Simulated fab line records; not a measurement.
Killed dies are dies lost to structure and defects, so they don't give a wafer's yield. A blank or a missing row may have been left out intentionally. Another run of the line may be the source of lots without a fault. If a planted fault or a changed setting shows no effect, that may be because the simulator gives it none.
fab line records	flow rit_cmos
[record] lots = 5	wafers = 15	last_day = 7
route steps=202 shown CONTACT@170 M1@184
lots that met no fault: taken from a fault-free run of the same line
start_h: hours from the record's first day to the start of the lot's first wafer shown	wait_h: hours from the lot's prior step to this one	" unchanged from the row above	L1.1+2: several wafers, shown together as one row	- no value, or no start given	* or withheld: withheld	< > ~ a bound
route shown NAME@n: names a module that has steps shown in the file, with the first one's number in the route	usual: average and standard deviation across the fault-free wafers	same: alike in all rows	chamber/n: place in a boat	sites: per-site readings	_std_site: their standard deviation	_edge_site: mean of outer sites minus mean of inner sites	radius_mm: for every site, how far away it sits from the centre of the wafer	mask NAME#n: copy n	behind: the most recent tool/chamber to have shaped the wafer	hold: reason for holding the lot/hours on hold/outcome of the hold	device: the n, p or np transistor that did not switch	end of line: the same wafers' tests at the end of the route	for a step that has no rows: nothing shown but its recipe	killed: not the wafer's yield, but the dies lost to structure and defects at the first sort	map: shows each die of a wafer: x if killed, . if not, _ if none is there
set.NAME: the setting that was run; set.NAME@STEP: the one run at that earlier step	model.NAME: the simulator's own value behind a step, which no gauge read
certain route steps with their lots: each step a table, each wafer a row
services: the hour from which a tool's chamber was out of use, counted from the record's first day as start_h (under 0 if before that day), plus the number of hours and why
[[steps]]
[step RIT_CONTACT_HMDS_02]
[recipe] prime_time_s = 60	prime_temp_c = 140
lot.wafer	tool	chamber	start_h	wait_h
L078.2+3+5	litho_track-01	0	101.62	0.1
L086.2+3+5	litho_track-01	0	139.25	0.1
L087.2+3+4	litho_track-01	0	141.34	0.1
L092.1+2+5	litho_track-01	0	152.57	0.3
L094.1+2+3	litho_track-03	0	161.18	0.1
[step RIT_CONTACT_COAT_03]
[recipe] resist = NOVOLAK	spin_rpm = 3250	resist_thk_nm = 1000
lot.wafer	tool	chamber	start_h	wait_h
L078.2+3+5	litho_track-01	0	101.77	0.1
L086.2+3+5	litho_track-01	0	139.40	0.1
L087.2+3+4	litho_track-01	0	141.49	0.1
L092.1+2+5	litho_track-01	0	152.72	0.1
L094.1+2+3	litho_track-03	0	161.33	0.1
[step RIT_CONTACT_SOFTBAKE_04]
[recipe] resist = NOVOLAK	temp_c = 90	time_s = 60
lot.wafer	tool	chamber	start_h	wait_h
L078.2+3+5	litho_track-01	0	101.92	0.1
L086.2+3+5	litho_track-01	0	139.55	0.1
L087.2+3+4	litho_track-01	0	141.64	0.1
L092.1+2+5	litho_track-01	0	152.87	0.1
L094.1+2+3	litho_track-03	0	161.48	0.1
[step RIT_CONTACT_EXPOSE_05]
[recipe] mask_id = M11	na = 0.6	source_shape = conventional	sigma_outer = 0.5	target_cd_nm = 1000	dose_mj = 250
[usual] focus_offset_nm = 0.0/0.66
lot.wafer	tool	chamber	start_h	wait_h	mask	focus_offset_nm
L078.2	iline_stepper-01	0	106.37	4.4	M11#0	0.2
L078.3	"	0	"	"	M11#0	0.4
L078.5	"	0	"	"	M11#0	0.3
L086.2	iline_stepper-02	0	139.69	0.1	M11#0	-0.1
L086.3	"	0	"	"	M11#0	-0.6
L086.5	"	0	"	"	M11#0	-0.4
L087.2	iline_stepper-01	0	141.91	0.2	M11#0	-0.3
L087.3	"	0	"	"	M11#0	-1.0
L087.4	"	0	"	"	M11#0	0.7
L092.1	iline_stepper-01	0	153.02	0.1	M11#0	-0.6
L092.2	"	0	"	"	M11#0	0.6
L092.5	"	0	"	"	M11#0	0.1
L094.1	iline_stepper-02	0	161.67	0.2	M11#0	0.0
L094.2	"	0	"	"	M11#0	-0.3
L094.3	"	0	"	"	M11#0	-0.7
[step RIT_CONTACT_PEB_06]
[recipe] resist = NOVOLAK	temp_c = withheld	time_s = withheld
lot.wafer	tool	chamber	start_h	wait_h
L078.2+3+5	litho_track-04	0	106.51	0.1
L086.2+3+5	litho_track-04	0	140.04	0.3
L087.2+3+4	litho_track-01	0	142.03	0.1
L092.1+2+5	litho_track-03	0	153.21	0.2
L094.1+2+3	litho_track-04	0	161.79	0.1
[step RIT_CONTACT_DEVELOP_07]
[recipe] resist = NOVOLAK	develop_time_s = 120	dev_temp_c = 23
lot.wafer	tool	chamber	start_h	wait_h
L078.2+3+5	litho_track-04	0	-	-
L086.2+3+5	litho_track-04	0	-	-
L087.2+3+4	litho_track-01	0	-	-
L092.1+2+5	litho_track-03	0	-	-
L094.1+2+3	litho_track-04	0	-	-
[step RIT_CONTACT_CD_MEAS_08]
[recipe] target_cd_nm = 1000
[usual] cd_nm = 999.9/2.5
lot.wafer	tool	chamber	start_h	wait_h	cd_nm
L078.2	cd_sem-02	-	106.91	-	998.5
L078.3	"	-	"	"	1001.7
L078.5	"	-	"	"	1000.2
L086.2	cd_sem-02	-	140.43	-	1003.2
L086.3	"	-	"	"	1001.3
L086.5	"	-	"	"	1002.7
L087.2	cd_sem-02	-	142.43	-	999.9
L087.3	"	-	"	"	999.5
L087.4	"	-	"	"	1000.4
L092.1	cd_sem-01	-	153.61	-	1001.6
L092.2	"	-	"	"	1000.1
L092.5	"	-	"	"	998.7
L094.1	cd_sem-02	-	162.19	-	1000.2
L094.2	"	-	"	"	999.2
L094.3	"	-	"	"	998.9
[step RIT_CONTACT_OVL_MEAS_09]
[usual] CONTACT_OVL = -0.1/1.3
lot.wafer	tool	chamber	start_h	wait_h	CONTACT_OVL[nm]
L078.2	overlay-01	-	107.01	0.1	0.8
L078.3	"	-	"	"	0.1
L078.5	"	-	"	"	0.6
L086.2	overlay-01	-	140.54	0.1	-2.8
L086.3	"	-	"	"	-1.1
L086.5	"	-	"	"	-1.9
L087.2	overlay-01	-	142.53	0.1	0.7
L087.3	"	-	"	"	0.1
L087.4	"	-	"	"	1.0
L092.1	overlay-01	-	153.73	0.1	0.0
L092.2	"	-	"	"	0.7
L092.5	"	-	"	"	-0.2
L094.1	overlay-02	-	162.31	0.1	-0.3
L094.2	"	-	"	"	-0.2
L094.3	"	-	"	"	0.1
[step RIT_CONTACT_HARDBAKE_10]
[recipe] resist = NOVOLAK	temp_c = 140	time_s = 60
lot.wafer	tool	chamber	start_h	wait_h
L078.2+3+5	litho_track-01	0	107.48	0.5
L086.2+3+5	litho_track-04	0	140.59	0.0
L087.2+3+4	litho_track-03	0	142.59	0.0
L092.1+2+5	litho_track-01	0	153.77	0.0
L094.1+2+3	litho_track-04	0	162.34	0.0
[step RIT_CONTACT_ETCH_11]
[recipe] target_depth_a = 4800	over_etch_frac = 0.2	stop_on = TiSi2	chemistry = CHF3/CF4/Ar	target = SiO2	CHF3_flow_sccm = 50	cf4_flow_sccm = 10	Ar_flow_sccm = 100	O2_flow_sccm = 5	pressure_mtorr = 100	rf_w = 200	time_s = 320
[usual] drypump_motor_current_A = 5.9/0.53	mfc_ar_sccm = 99.97/0.29	oes_product_au = 0.991/0.011	throttle_valve_pct = 8.89/0.15
lot.wafer	tool	chamber	start_h	wait_h	drypump_motor_current_A	mfc_ar_sccm	oes_product_au	rf_hours_counter_h	throttle_valve_pct
L078.2	rie_diel-01	1	107.60	0.1	5.8	100.03	0.982	47	8.85
L078.3	"	3	"	"	6.4	100.02	0.975	67	8.82
L078.5	"	0	"	"	6.3	100.29	0.983	-	8.92
L086.2	rie_diel-04	3	140.72	0.1	5.2	100.23	0.999	43	8.60
L086.3	"	1	"	"	6.2	99.89	1.000	1	8.93
L086.5	"	0	"	"	6.6	100.02	0.991	-	8.99
L087.2	rie_diel-03	3	142.71	0.1	6.5	100.25	0.978	145	8.77
L087.3	"	1	"	"	5.5	99.58	1.006	147	8.85
L087.4	"	0	"	"	5.9	99.52	0.997	97	9.22
L092.1	rie_diel-01	3	153.92	0.1	6.4	100.15	0.980	68	8.84
L092.2	"	0	"	"	6.3	100.12	0.989	69	8.94
L092.5	"	2	"	"	5.0	99.49	0.987	-	8.93
L094.1	rie_diel-03	3	162.49	0.1	6.5	99.63	0.978	145	8.78
L094.2	"	0	"	"	5.9	100.28	1.001	98	9.23
L094.3	"	1	"	"	5.5	99.87	0.997	147	8.85
[step RIT_CONTACT_STRIP_12]
[recipe] chemistry = O2	time_s = 180	resist = NOVOLAK	platen_temp_c = withheld	power_w = 500	pressure_mtorr = 4000	o2_flow_sccm = 4000
[usual] drypump_motor_current_A = 5.7/0.45
lot.wafer	tool	chamber	start_h	wait_h	drypump_motor_current_A	rf_hours_counter_h
L078.2	plasma_asher-01	1	107.80	0.1	5.0	31
L078.3	"	0	"	"	6.0	-
L078.5	"	0	"	"	6.0	-
L086.2	plasma_asher-02	0	140.91	0.1	5.5	3
L086.3	"	1	"	"	6.5	-
L086.5	"	0	"	"	5.5	-
L087.2	plasma_asher-02	1	142.91	0.1	6.5	4
L087.3	"	1	"	"	6.5	-
L087.4	"	0	"	"	5.5	-
L092.1	plasma_asher-04	0	154.11	0.1	5.3	52
L092.2	"	1	"	"	5.8	52
L092.5	"	0	"	"	5.3	-
L094.1	plasma_asher-02	0	162.69	0.1	5.5	6
L094.2	"	1	"	"	6.5	6
L094.3	"	1	"	"	6.5	-
[step RIT_CONTACT_CD_MEAS_90]
[recipe] target_cd_nm = 1000
[usual] cd_nm = 999.7/2.5
lot.wafer	tool	chamber	start_h	wait_h	cd_nm
L078.2	cd_sem-02	-	107.99	0.1	999.0
L078.3	"	-	"	"	1002.1
L078.5	"	-	"	"	1000.6
L086.2	cd_sem-01	-	141.11	0.1	1003.2
L086.3	"	-	"	"	1000.7
L086.5	"	-	"	"	1002.9
L087.2	cd_sem-02	-	143.10	0.1	1000.2
L087.3	"	-	"	"	1000.1
L087.4	"	-	"	"	1000.3
L092.1	cd_sem-01	-	154.29	0.1	1001.0
L092.2	"	-	"	"	999.7
L092.5	"	-	"	"	998.2
L094.1	cd_sem-01	-	162.86	0.1	1000.0
L094.2	"	-	"	"	998.1
L094.3	"	-	"	"	999.1
[step RIT_CONTACT_CLEAN_13]
[recipe] chemistry = SC1	mix = 3:3:50	time_s = 600	temp_c = 75
lot.wafer	tool	chamber	start_h	wait_h
L078.2+3+5	wet_bench-04	2	108.09	0.1
L086.2+3+5	wet_bench-02	1	141.26	0.1
L087.2+3+4	wet_bench-01	2	143.20	0.1
L092.1+2+5	wet_bench-01	0	154.41	0.1
L094.1+2+3	wet_bench-01	0	162.98	0.1
[step RIT_CONTACT_CLEAN_14]
[recipe] chemistry = SC2	mix = 3:3:50	time_s = 600	temp_c = 75	dry = n2_spin
lot.wafer	tool	chamber	start_h	wait_h
L078.2+3+5	wet_bench-01	0	108.47	0.0
L086.2+3+5	wet_bench-01	3	141.46	0.0
L087.2+3+4	wet_bench-04	3	143.38	0.0
L092.1+2+5	wet_bench-02	0	154.58	0.0
L094.1+2+3	wet_bench-02	0	163.16	0.0
[step RIT_M1_SPUTTER_00]
[recipe] material = Al	target_thk_nm = 400	power_w = 2000	chamber_pressure_pa = 0.4	gas = Ar	time_s = 500	substrate_temp_c = 25
[usual] throttle_valve_pct = 30.4/1.1
lot.wafer	tool	chamber	start_h	wait_h	throttle_valve_pct
L078.2	pvd_sputter-04	-	108.65	0.0	31.1
L078.3	"	-	"	"	30.0
L078.5	"	-	"	"	28.6
L086.2	pvd_sputter-03	-	141.64	0.0	28.9
L086.3	"	-	"	"	30.8
L086.5	"	-	"	"	29.9
L087.2	pvd_sputter-02	-	143.55	0.0	31.1
L087.3	"	-	"	"	30.9
L087.4	"	-	"	"	30.0
L092.1	pvd_sputter-02	-	154.76	0.0	31.6
L092.2	"	-	"	"	30.8
L092.5	"	-	"	"	31.1
L094.1	pvd_sputter-03	-	163.33	0.0	29.0
L094.2	"	-	"	"	32.2
L094.3	"	-	"	"	30.6
[step RIT_M1_RS_MEAS_01]
[recipe] thk_meas_gauge = four-point-probe	reads = Al_of_M1_SPUTTER_00
[usual] M1_AL_RS = 0.0731/0.0012
lot.wafer	tool	chamber	start_h	wait_h	M1_AL_RS[ohm/sq]
L078.2	film_metro-02	-	109.07	0.3	0.0744
L078.3	"	-	"	"	0.0747
L078.5	"	-	"	"	0.0741
L086.2	film_metro-02	-	141.95	0.2	0.0743
L086.3	"	-	"	"	0.0730
L086.5	"	-	"	"	0.0744
L087.2	film_metro-02	-	143.87	0.2	0.0727
L087.3	"	-	"	"	0.0716
L087.4	"	-	"	"	0.0720
L092.1	film_metro-03	-	155.05	0.1	0.0719
L092.2	"	-	"	"	0.0718
L092.5	"	-	"	"	0.0715
L094.1	film_metro-02	-	163.63	0.1	0.0750
L094.2	"	-	"	"	0.0733
L094.3	"	-	"	"	0.0729
[step RIT_M1_THK_MEAS_02]
[recipe] thk_meas_gauge = xrf	reads = Al_of_M1_SPUTTER_00
[usual] M1_AL_THK = 398/7.1
lot.wafer	tool	chamber	start_h	wait_h	M1_AL_THK[nm]
L078.2	film_metro-02	-	109.18	0.1	390
L078.3	"	-	"	"	386
L078.5	"	-	"	"	390
L086.2	film_metro-02	-	142.06	0.1	394
L086.3	"	-	"	"	399
L086.5	"	-	"	"	390
L087.2	film_metro-02	-	143.98	0.1	399
L087.3	"	-	"	"	406
L087.4	"	-	"	"	400
L092.1	film_metro-03	-	155.17	0.1	404
L092.2	"	-	"	"	407
L092.5	"	-	"	"	407
L094.1	film_metro-02	-	163.75	0.1	386
L094.2	"	-	"	"	393
L094.3	"	-	"	"	396
[step RIT_M1_HMDS_03]
[recipe] prime_time_s = 60	prime_temp_c = 140
lot.wafer	tool	chamber	start_h	wait_h
L078.2+3+5	litho_track-01	0	109.37	0.2
L086.2+3+5	litho_track-02	0	142.14	0.1
L087.2+3+4	litho_track-03	0	144.05	0.1
L092.1+2+5	litho_track-01	0	155.23	0.1
L094.1+2+3	litho_track-01	0	163.81	0.1
[step RIT_M1_COAT_04]
[recipe] resist = NOVOLAK	spin_rpm = 2000	resist_thk_nm = 1300
lot.wafer	tool	chamber	start_h	wait_h
L078.2+3+5	litho_track-01	0	109.52	0.1
L086.2+3+5	litho_track-02	0	142.29	0.1
L087.2+3+4	litho_track-03	0	144.20	0.1
L092.1+2+5	litho_track-01	0	155.38	0.1
L094.1+2+3	litho_track-01	0	163.96	0.1
[step RIT_M1_SOFTBAKE_05]
[recipe] resist = NOVOLAK	temp_c = 90	time_s = 60
lot.wafer	tool	chamber	start_h	wait_h
L078.2+3+5	litho_track-01	0	109.67	0.1
L086.2+3+5	litho_track-02	0	142.44	0.1
L087.2+3+4	litho_track-03	0	144.35	0.1
L092.1+2+5	litho_track-01	0	155.53	0.1
L094.1+2+3	litho_track-01	0	164.11	0.1
[step RIT_M1_EXPOSE_06]
[recipe] mask_id = M12	na = 0.6	source_shape = conventional	sigma_outer = 0.5	target_cd_nm = 2600	dose_mj = 250
[usual] focus_offset_nm = -0.1/0.54
lot.wafer	tool	chamber	start_h	wait_h	mask	focus_offset_nm
L078.2	iline_stepper-01	0	109.82	0.1	M12#0	-0.2
L078.3	"	0	"	"	M12#0	-0.2
L078.5	"	0	"	"	M12#0	0.3
L086.2	iline_stepper-02	0	142.58	0.1	M12#0	-0.6
L086.3	"	0	"	"	M12#0	-0.7
L086.5	"	0	"	"	M12#0	-0.6
L087.2	iline_stepper-01	0	144.50	0.1	M12#0	0.4
L087.3	"	0	"	"	M12#0	0.5
L087.4	"	0	"	"	M12#0	0.2
L092.1	iline_stepper-01	0	155.81	0.2	M12#0	0.2
L092.2	"	0	"	"	M12#0	0.0
L092.5	"	0	"	"	M12#0	-0.3
L094.1	iline_stepper-02	0	164.26	0.1	M12#0	0.8
L094.2	"	0	"	"	M12#0	-0.3
L094.3	"	0	"	"	M12#0	0.3
[step RIT_M1_PEB_07]
[recipe] resist = NOVOLAK	temp_c = withheld	time_s = withheld
lot.wafer	tool	chamber	start_h	wait_h
L078.2+3+5	litho_track-03	0	110.08	0.2
L086.2+3+5	litho_track-02	0	142.70	0.1
L087.2+3+4	litho_track-03	0	144.62	0.1
L092.1+2+5	litho_track-03	0	155.92	0.1
L094.1+2+3	litho_track-01	0	164.37	0.1
[step RIT_M1_DEVELOP_08]
[recipe] resist = NOVOLAK	develop_time_s = 68	dev_temp_c = 23
lot.wafer	tool	chamber	start_h	wait_h
L078.2+3+5	litho_track-03	0	-	-
L086.2+3+5	litho_track-02	0	-	-
L087.2+3+4	litho_track-03	0	-	-
L092.1+2+5	litho_track-03	0	-	-
L094.1+2+3	litho_track-01	0	-	-
[step RIT_M1_CD_MEAS_09]
[recipe] target_cd_nm = 2600
[usual] cd_nm = 2600.2/2.1
lot.wafer	tool	chamber	start_h	wait_h	cd_nm
L078.2	cd_sem-02	-	110.39	-	2603.1
L078.3	"	-	"	"	2602.9
L078.5	"	-	"	"	2602.4
L086.2	cd_sem-01	-	143.01	-	2598.2
L086.3	"	-	"	"	2599.1
L086.5	"	-	"	"	2599.3
L087.2	cd_sem-02	-	144.93	-	2601.5
L087.3	"	-	"	"	2601.1
L087.4	"	-	"	"	2602.0
L092.1	cd_sem-02	-	156.24	-	2598.6
L092.2	"	-	"	"	2600.3
L092.5	"	-	"	"	2598.6
L094.1	cd_sem-02	-	164.69	-	2599.8
L094.2	"	-	"	"	2600.8
L094.3	"	-	"	"	2602.0
[step RIT_M1_OVL_MEAS_10]
[usual] M1_OVL = -1.6/1.5
lot.wafer	tool	chamber	start_h	wait_h	M1_OVL[nm]
L078.2	overlay-01	-	110.50	0.1	-1.8
L078.3	"	-	"	"	-3.3
L078.5	"	-	"	"	-3.9
L086.2	overlay-01	-	143.12	0.1	-3.5
L086.3	"	-	"	"	-4.7
L086.5	"	-	"	"	-2.8
L087.2	overlay-01	-	145.03	0.1	-0.7
L087.3	"	-	"	"	0.8
L087.4	"	-	"	"	-1.0
L092.1	overlay-02	-	156.36	0.1	-2.0
L092.2	"	-	"	"	-1.7
L092.5	"	-	"	"	-2.5
L094.1	overlay-02	-	164.81	0.1	-1.0
L094.2	"	-	"	"	-1.9
L094.3	"	-	"	"	-2.1
[step RIT_M1_HARDBAKE_11]
[recipe] resist = NOVOLAK	temp_c = 140	time_s = 120
lot.wafer	tool	chamber	start_h	wait_h
L078.2+3+5	litho_track-03	0	110.57	0.1
L086.2+3+5	litho_track-03	0	143.19	0.1
L087.2+3+4	litho_track-01	0	145.10	0.1
L092.1+2+5	litho_track-03	0	156.39	0.0
L094.1+2+3	litho_track-01	0	164.84	0.0
[step RIT_M1_METAL_ETCH_12]
[recipe] stop_on = SiO2	chemistry = Cl2/BCl3	target = Al	time_s = 165	over_etch_frac = 0.5	pressure_mtorr = 100	target_depth_a = 6000	rf_w = 250	Cl2_flow_sccm = 60	bcl3_flow_sccm = 50
[usual] drypump_motor_current_A = 5.6/0.45	oes_product_au = 0.781/0.014	throttle_valve_pct = 8.28/0.13
lot.wafer	tool	chamber	start_h	wait_h	drypump_motor_current_A	oes_product_au	rf_hours_counter_h	throttle_valve_pct
L078.2	rie_metal-04	1	110.78	0.2	5.0	0.790	33	8.15
L078.3	"	1	"	"	5.0	0.781	-	8.15
L078.5	"	1	"	"	5.0	0.784	-	8.15
L086.2	rie_metal-02	1	143.40	0.2	5.6	0.777	1	8.44
L086.3	"	0	"	"	4.9	0.766	-	8.17
L086.5	"	0	"	"	5.0	0.745	-	8.17
L087.2	rie_metal-02	0	145.31	0.2	5.0	0.759	1	8.17
L087.3	"	0	"	"	5.0	0.775	-	8.16
L087.4	"	1	"	"	5.6	0.794	-	8.43
L092.1	rie_metal-04	0	156.64	0.2	5.6	0.777	0	8.31
L092.2	"	1	"	"	5.0	0.777	0	8.12
L092.5	"	0	"	"	5.6	0.776	-	8.28
L094.1	rie_metal-03	1	165.09	0.2	6.0	0.777	6	8.46
L094.2	"	0	"	"	6.2	0.782	5	8.14
L094.3	"	0	"	"	6.1	0.778	-	8.14
[step RIT_M1_STRIP_13]
[recipe] chemistry = nmp	resist = NOVOLAK	temp_c = 80	time_s = 600	dry = n2_spin
lot.wafer	tool	chamber	start_h	wait_h
L078.2+3+5	wet_bench-03	2	111.02	0.2
L086.2+3+5	wet_bench-02	3	143.56	0.1
L087.2+3+4	wet_bench-02	2	145.47	0.1
L092.1+2+5	wet_bench-02	3	156.80	0.1
L094.1+2+3	wet_bench-02	0	165.25	0.1
[step RIT_M1_STRIP_14]
[recipe] chemistry = O2	time_s = 180	platen_temp_c = withheld	power_w = 500	pressure_mtorr = 4000	o2_flow_sccm = 4000
[usual] drypump_motor_current_A = 5.7/0.42
lot.wafer	tool	chamber	start_h	wait_h	drypump_motor_current_A	rf_hours_counter_h
L078.2	plasma_asher-01	0	111.20	0.0	5.9	32
L078.3	"	1	"	"	5.0	-
L078.5	"	0	"	"	5.9	-
L086.2	plasma_asher-03	0	143.75	0.0	5.7	44
L086.3	"	0	"	"	5.7	-
L086.5	"	1	"	"	5.6	-
L087.2	plasma_asher-03	1	145.67	0.0	5.6	44
L087.3	"	0	"	"	5.6	-
L087.4	"	1	"	"	5.6	-
L092.1	plasma_asher-03	1	156.98	0.0	5.6	45
L092.2	"	0	"	"	5.7	45
L092.5	"	0	"	"	5.7	-
L094.1	plasma_asher-02	1	165.43	0.0	6.5	7
L094.2	"	0	"	"	5.5	7
L094.3	"	1	"	"	6.5	-
[step RIT_M1_CD_MEAS_90]
[recipe] target_cd_nm = 2600
[usual] cd_nm = 2600.9/2.8
lot.wafer	tool	chamber	start_h	wait_h	cd_nm
L078.2	cd_sem-01	-	111.39	0.1	2605.3
L078.3	"	-	"	"	2607.0
L078.5	"	-	"	"	2605.7
L086.2	cd_sem-02	-	143.95	0.1	2598.7
L086.3	"	-	"	"	2599.3
L086.5	"	-	"	"	2598.3
L087.2	cd_sem-02	-	145.86	0.1	2600.6
L087.3	"	-	"	"	2600.2
L087.4	"	-	"	"	2603.5
L092.1	cd_sem-02	-	157.15	0.1	2596.4
L092.2	"	-	"	"	2601.7
L092.5	"	-	"	"	2596.8
L094.1	cd_sem-02	-	165.60	0.1	2602.4
L094.2	"	-	"	"	2600.0
L094.3	"	-	"	"	2601.2
[step RIT_M1_ANNEAL_15]
[recipe] temp_c = 450	time_s = 1800	ambient = forming_gas_H2N2
[usual] tube_center_temp_C_max = 451.17/0.2
lot.wafer	tool	chamber	start_h	wait_h	tube_center_temp_C_max
L078.2	furnace-02	0	112.59	1.2	451.09
L078.3	"	0	"	"	451.20
L078.5	"	0	"	"	451.43
L086.2	furnace-02	0	144.05	0.1	451.11
L086.3	"	0	"	"	450.92
L086.5	"	0	"	"	450.96
L087.2	furnace-02	0	147.05	1.2	451.06
L087.3	"	0	"	"	451.36
L087.4	"	0	"	"	451.25
L092.1	furnace-02	0	157.27	0.1	451.32
L092.2	"	0	"	"	451.34
L092.5	"	0	"	"	451.27
L094.1	furnace-02	0	165.72	0.1	451.36
L094.2	"	0	"	"	451.29
L094.3	"	0	"	"	451.36
[step RIT_M1_BOW_MEAS_16]
[recipe] mode = bow
[usual] M1_BOW = 17/6.1
lot.wafer	tool	chamber	start_h	wait_h	M1_BOW[um]
L078.2	film_metro-03	-	114.23	0.1	19
L078.3	"	-	"	"	22
L078.5	"	-	"	"	24
L086.2	film_metro-01	-	145.57	0.0	16
L086.3	"	-	"	"	15
L086.5	"	-	"	"	15
L087.2	film_metro-02	-	148.57	0.0	10
L087.3	"	-	"	"	21
L087.4	"	-	"	"	24
L092.1	film_metro-03	-	158.77	0.0	9
L092.2	"	-	"	"	9
L092.5	"	-	"	"	28
L094.1	film_metro-01	-	167.22	0.0	17
L094.2	"	-	"	"	17
L094.3	"	-	"	"	19
[step RIT_M1_PROBE_99]
[usual] defect_limited_yield = 97.4/1.2	killed_at_front_end = 7/3.1	killed_dies = 7/3.2	killed_open = 3.3/2	killed_short = 3.5/2	sort_bin_3_pad_short = 0.1/0.18	sort_bin_5_function = 1.6/0.88	sort_bin_6_memory = 0.9/0.58	sort_n_pass = 257/3.2	sort_yield_pct = 97.4/1.2
[same] gross_dies = 264	killed_at_M0_to_M3 = 0	killed_at_M4_up = 0	killed_at_back_side = 0	killed_at_contacts = 0	killed_at_other = 0
lot.wafer	tool	chamber	start_h	wait_h	defect_limited_yield[%]	killed_at_front_end	killed_dies	killed_open	killed_short	sort_bin_3_pad_short[%]	sort_bin_5_function[%]	sort_bin_6_memory[%]	sort_n_pass	sort_yield_pct[%]
L078.2	prober-02	-	114.38	0.1	98.5	4	4	1	3	0	0.8	0.8	260	98.5
L078.3	prober-02	-	114.43	0.2	96.6	9	9	5	4	0	3.0	0.4	255	96.6
L078.5	prober-02	-	114.53	0.2	98.5	4	4	2	2	0	1.1	0.4	260	98.5
L086.2	prober-01	-	145.72	0.1	97.3	7	7	5	2	0	2.3	0.4	257	97.3
L086.3	prober-01	-	145.77	0.2	98.1	5	5	2	3	0	0.4	1.5	259	98.1
L086.5	prober-01	-	145.87	0.2	96.6	9	9	7	2	0	1.5	1.9	255	96.6
L087.2	prober-01	-	148.72	0.1	95.8	11	11	5	6	0	1.9	2.3	253	95.8
L087.3	prober-01	-	148.77	0.2	96.2	10	10	6	4	0.4	2.7	0.8	254	96.2
L087.4	prober-01	-	148.82	0.2	94.7	14	14	9	5	0.4	3.0	1.9	250	94.7
L092.1	prober-01	-	158.89	0.1	97.7	6	6	4	2	0	1.9	0.4	258	97.7
L092.2	prober-01	-	158.94	0.1	95.8	11	11	5	6	0	3.4	0.8	253	95.8
L092.5	prober-01	-	159.09	0.2	97.7	6	6	4	2	0	1.1	1.1	258	97.7
L094.1	prober-01	-	167.34	0.1	95.1	13	13	9	4	0	3.4	1.5	251	95.1
L094.2	prober-01	-	167.39	0.1	98.9	3	3	1	2	0	1.1	0	261	98.9
L094.3	prober-01	-	167.44	0.2	96.2	10	10	3	7	0.4	2.7	0.8	254	96.2
// killed by level:class
L078.2 SPACER:geometric_particle:short=2 REOX:geometric_particle:short=1 SPACER:geometric_particle:open=1
L078.3 GATE:geometric_particle:open=3 REOX:geometric_particle:open=2 FOX1:geometric_particle:short=1 GATE:geometric_particle:short=1 SILICIDE:geometric_particle:short=1 REOX:geometric_particle:short=1
L078.5 GATE:geometric_particle:short=1 GATE:geometric_particle:open=1 REOX:geometric_particle:open=1 SPACER:geometric_particle:short=1
L086.2 GATE:geometric_particle:open=2 REOX:geometric_particle:open=2 REOX:geometric_particle:short=2 SILICIDE:geometric_particle:open=1
L086.3 GATE:geometric_particle:open=1 GATE:geometric_particle:short=1 REOX:geometric_particle:short=1 SPACER:geometric_particle:open=1 SILICIDE:geometric_particle:short=1
L086.5 REOX:geometric_particle:open=3 SPACER:geometric_particle:open=2 FOX1:geometric_particle:short=1 FOX1:geometric_particle:open=1 GATE:geometric_particle:short=1 SILICIDE:geometric_particle:open=1
L087.2 GATE:geometric_particle:short=4 GATE:geometric_particle:open=3 FOX1:geometric_particle:open=1 FOX2:geometric_particle:short=1 REOX:geometric_particle:short=1 REOX:geometric_particle:open=1
L087.3 GATE:geometric_particle:short=4 GATE:geometric_particle:open=3 FOX1:geometric_particle:open=2 REOX:geometric_particle:open=1
L087.4 FOX1:geometric_particle:open=4 FOX1:geometric_particle:short=2 FOX2:geometric_particle:open=2 GATE:geometric_particle:open=2 FOX2:geometric_particle:short=1 GATE:geometric_particle:short=1 SILICIDE:geometric_particle:short=1 SILICIDE:geometric_particle:open=1
L092.1 REOX:geometric_particle:open=2 FOX2:geometric_particle:short=1 GATE:geometric_particle:open=1 REOX:geometric_particle:short=1 SPACER:geometric_particle:open=1
L092.2 SILICIDE:geometric_particle:short=3 REOX:geometric_particle:short=2 REOX:geometric_particle:open=2 FOX1:geometric_particle:short=1 GATE:geometric_particle:open=1 SPACER:geometric_particle:open=1 SILICIDE:geometric_particle:open=1
L092.5 GATE:geometric_particle:open=3 FOX1:geometric_particle:short=1 GATE:geometric_particle:short=1 SPACER:geometric_particle:open=1
L094.1 GATE:geometric_particle:short=3 GATE:geometric_particle:open=3 SILICIDE:geometric_particle:open=3 FOX1:geometric_particle:open=2 SPACER:geometric_particle:open=1 SILICIDE:geometric_particle:short=1
L094.2 FOX1:geometric_particle:short=1 GATE:geometric_particle:open=1 SILICIDE:geometric_particle:short=1
L094.3 FOX1:geometric_particle:short=2 GATE:geometric_particle:open=2 GATE:geometric_particle:short=2 SPACER:geometric_particle:short=2 SILICIDE:geometric_particle:short=1 SILICIDE:geometric_particle:open=1
[[services]]
tool	chamber	start_h	hours	kind
rie_diel-04	3	79.36	5.8	repair
rie_diel-04	1	96.45	-	clean
rie_diel-04	1	96.45	17.8	scheduled_down
rie_diel-04	1	96.45	17.8	vent_cycle
pvd_sputter-02	-	102.47	2.1	repair
plasma_asher-02	-	108.75	9.0	pm
plasma_asher-02	0	108.75	9.0	vent_cycle
plasma_asher-02	1	108.75	9.0	vent_cycle
rie_diel-01	2	109.64	9.8	repair
pvd_sputter-02	-	112.11	2.4	repair
plasma_asher-01	-	112.30	2.8	pm
plasma_asher-02	0	117.75	-	clean
plasma_asher-02	1	117.75	-	clean
iline_stepper-02	-	122.96	8.9	pm
plasma_asher-03	-	130.17	3.4	repair
iline_stepper-02	-	131.85	1.7	pm
rie_metal-04	-	136.12	20.0	pm
rie_metal-04	0	136.12	20.0	vent_cycle
rie_metal-04	1	136.12	20.0	vent_cycle
rie_diel-04	2	137.27	16.2	repair
rie_metal-04	0	156.12	-	clean
rie_metal-04	1	156.12	-	clean
iline_stepper-01	-	159.31	3.5	repair
[[key]]
fault none
